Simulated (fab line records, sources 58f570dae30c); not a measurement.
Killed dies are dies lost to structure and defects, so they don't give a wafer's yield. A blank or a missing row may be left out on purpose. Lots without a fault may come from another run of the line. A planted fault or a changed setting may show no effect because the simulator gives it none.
A struck lot beside a sound one | flow berkeley_cmos170 | 14 steps out of a route of 331
Sound: wafers L792.2, L792.3, L792.6. Struck: wafers L787.2, L787.3, L787.5. The cause comes at the end.
At each step with rows: each side's tool, then ch and its chambers, then its first start. Under that, the readings that differ: sound wafers | struck wafers | difference of the means | sigmas: that difference in standard deviations of wafers without a fault.
alike: readings whose means differ by less than 2 such deviations, and words and numbers that are the same on both sides. not compared: withheld readings, readings that some wafer has no value for, bounds like >300 that may hide the same value, and numbers for which the record gives no deviation and whose values overlap.
The two part at a step that has a row with sigmas, a row that says differs or no value, or rows on one side only. Numbers that don't overlap but have no deviation are shown without sigmas and don't part them. A reading that every wafer of one side lacks parts them only if that side has two wafers or more.

UCB170_PLDD_CD_MEAS_06: target cd 1200 nm.
  sound on cd_sem-01, day 10 22:59; struck on cd_sem-02, day 9 22:51
  alike: cd_nm
UCB170_PLDD_OVL_MEAS_07:
  sound on overlay-01, day 10 23:05; struck on overlay-02, day 9 22:58
  alike: PLDD_OVL
then, 2 steps without rows for these wafers: UCB170_PLDD_IMPLANT_08; UCB170_PLDD_IMPLANT_09.
UCB170_PLDD_STRIP_10: strips in O2.
  sound on plasma_asher-03 ch 0,1, day 10 23:25; struck on plasma_asher-02 ch 0,1, day 9 23:17
  alike: drypump_motor_current_A, oes_product_au, strip_time_to_endpoint_s
  not compared: rf_hours_counter_h
UCB170_PLDD_TW_MEAS_11:
  sound on film_metro-02, day 10 23:32; struck on film_metro-04, day 9 23:24
  alike: PLDD_TW
then, 6 steps without rows for these wafers: UCB170_PLDD_CLEAN_12 (cleans in SPM, time 600 s); UCB170_NLDD_HMDS_00 (prime time 60 s); UCB170_NLDD_COAT_01 (resist thk 900 nm); UCB170_NLDD_SOFTBAKE_02 (time 60 s); UCB170_NLDD_EXPOSE_03 (exposes mask NSELECT, target cd 1200 nm); UCB170_NLDD_PEB_04.
UCB170_NLDD_DEVELOP_05: develop time 45 s.
  sound on litho_track-04 ch 0, day 11 00:00; struck on litho_track-02 ch 0, day 10 00:00
  reading              | sound             | struck            | difference | sigmas
  developer_temp_C (C) | 21.17 20.97 20.98 | 21.82 21.72 22.00 | +0.81      | +7
UCB170_NLDD_CD_MEAS_06: target cd 1200 nm.
  sound on cd_sem-02, day 11 00:37; struck on cd_sem-02, day 10 00:38
  reading    | sound                | struck               | difference | sigmas
  cd_nm (nm) | 1198.3 1199.0 1198.6 | 1201.6 1201.1 1201.4 | +2.7       | +2

WHERE THEY PART
First at UCB170_NLDD_DEVELOP_05; last, within this record, at UCB170_NLDD_CD_MEAS_06.

WHY: what the simulator had put in
Process parameter drift: litho_track-02, from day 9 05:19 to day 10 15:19, at UCB170_NLDD_DEVELOP_05. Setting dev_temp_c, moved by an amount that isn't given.
